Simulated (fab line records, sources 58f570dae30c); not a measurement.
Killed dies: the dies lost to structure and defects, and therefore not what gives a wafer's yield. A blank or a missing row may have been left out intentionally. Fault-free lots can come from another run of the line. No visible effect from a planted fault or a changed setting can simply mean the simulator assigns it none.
The same fault as seen by 2 desks / flow berkeley_cmos170 / every desk sees just its own numbers, and what lay behind them comes last

== DESK OF THE TOOL OWNER: rie_si-01 ==
The tool's own readings at UCB170_GATE_ETCH_15 (etches poly-Si in HBr/Cl2, stops on SiO2, time 56.3 s, target depth 278.2 nm): means of the sampled wafers that have a number, for each lot that ran on this tool. Any lot whose mean is over 4 standard deviations away from the usual mean is out of limits and marked OUT; that distance is given in the brackets.
Columns: A = bias_w at UCB170_GATE_ETCH_15, usual 150.0 W; B = chamber_pressure_mTorr at UCB170_GATE_ETCH_15, usual 14.999 mTorr; C = drypump_motor_current_A at UCB170_GATE_ETCH_15, usual 5.5 A; D = oes_product_au at UCB170_GATE_ETCH_15, usual 0.837 a.u.; E = throttle_valve_pct at UCB170_GATE_ETCH_15, usual 26.33 %
lot=L877; first seen here=day 5 20:16; A=150.2; B=15.012; C=5.2; D=0.832; E=26.44
lot=L879; first seen here=day 6 17:18; A=150.0; B=14.997; C=5.4; D=0.828; E=26.34
lot=L882; first seen here=day 7 03:45; A=149.8; B=15.015; C=5.0; D=0.730 (-11) OUT; E=26.39
lot=L884; first seen here=day 8 00:13; A=149.7; B=15.000; C=5.0; D=0.748 (-8.9) OUT; E=26.38
lot=L886; first seen here=day 8 00:38; A=149.6; B=14.998; C=5.1; D=0.745 (-9.2) OUT; E=26.32
lot=L897; first seen here=day 10 15:49; A=150.2; B=15.009; C=5.7; D=0.827; E=26.29
lot=L896; first seen here=day 10 16:28; A=150.2; B=14.993; C=5.5; D=0.825; E=26.41
lot=L898; first seen here=day 10 16:44; A=150.6; B=14.996; C=5.2; D=0.842; E=26.26
This desk's verdict: out of limits on L882, L884, L886, starting with L882 at day 7 03:45 (oes_product_au at UCB170_GATE_ETCH_15). In limits: L877, L879, L897, L896, L898.

== METROLOGY DESK ==
What the gauges read, lot by lot, whatever tool the lot ran on: means of the sampled wafers that have a number. Any lot whose mean is over 4 standard deviations away from the usual mean is out of limits and marked OUT; that distance is given in the brackets.
Columns: A = WELLDRIVE_OXIDE_THK at UCB170_WELLDRIVE_THK_MEAS_02, usual 199 nm; B = SACOX_OXIDE_THK at UCB170_SACOX_THK_MEAS_02, usual 14.40 nm; C = GATE_POLY_THK at UCB170_GATE_THK_MEAS_05, usual 214.2 nm
lot=L876; first seen here=day 3 14:02; A=200; B=14.46; C=212.3
lot=L875; first seen here=day 3 15:53; A=207; B=14.62; C=217.2
lot=L877; first seen here=day 3 15:53; A=207; B=14.56; C=213.1
lot=L879; first seen here=day 4 04:56; A=204; B=14.79; C=213.9
lot=L878; first seen here=day 4 08:26; A=195; B=14.08; C=215.3
lot=L881; first seen here=day 4 16:12; A=197; B=14.32; C=216.7
lot=L882; first seen here=day 5 00:47; A=200; B=14.39; C=210.3
lot=L886; first seen here=day 5 10:00; A=200; B=14.32; C=213.6
lot=L884; first seen here=day 5 14:48; A=198; B=14.42; C=216.4
lot=L890; first seen here=day 6 09:41; A=200; B=14.04; C=214.4
lot=L894; first seen here=day 7 04:50; A=196; B=14.57; C=215.2
lot=L893; first seen here=day 7 11:04; A=198; B=14.81; C=214.8
lot=L897; first seen here=day 8 01:35; A=195; B=14.19; C=214.8
lot=L896; first seen here=day 8 05:50; A=199; B=14.21; C=213.6
lot=L898; first seen here=day 8 09:28; A=195; B=14.46; C=213.5
Finding of this desk: none of the 15 lots has anything out of limits.

== BROUGHT TOGETHER ==
On L882, L884, L886, at day 7 03:45, an alarm was possible from the tool owner's desk.
Metrology desk: nothing out of limits seen.
The metrology desk has L882, L884, L886 on record, within its limits.
On rie_si-01, each named lot ran UCB170_GATE_ETCH_15.

== WHAT THE SIMULATOR HAD PUT IN ==
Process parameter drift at UCB170_GATE_ETCH_15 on rie_si-01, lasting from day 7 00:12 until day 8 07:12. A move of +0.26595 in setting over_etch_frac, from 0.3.
Lots struck among those shown: L882, L884, L886.
Hours from the fault's start to each desk's first reading out of limits: the tool owner's desk, 4.
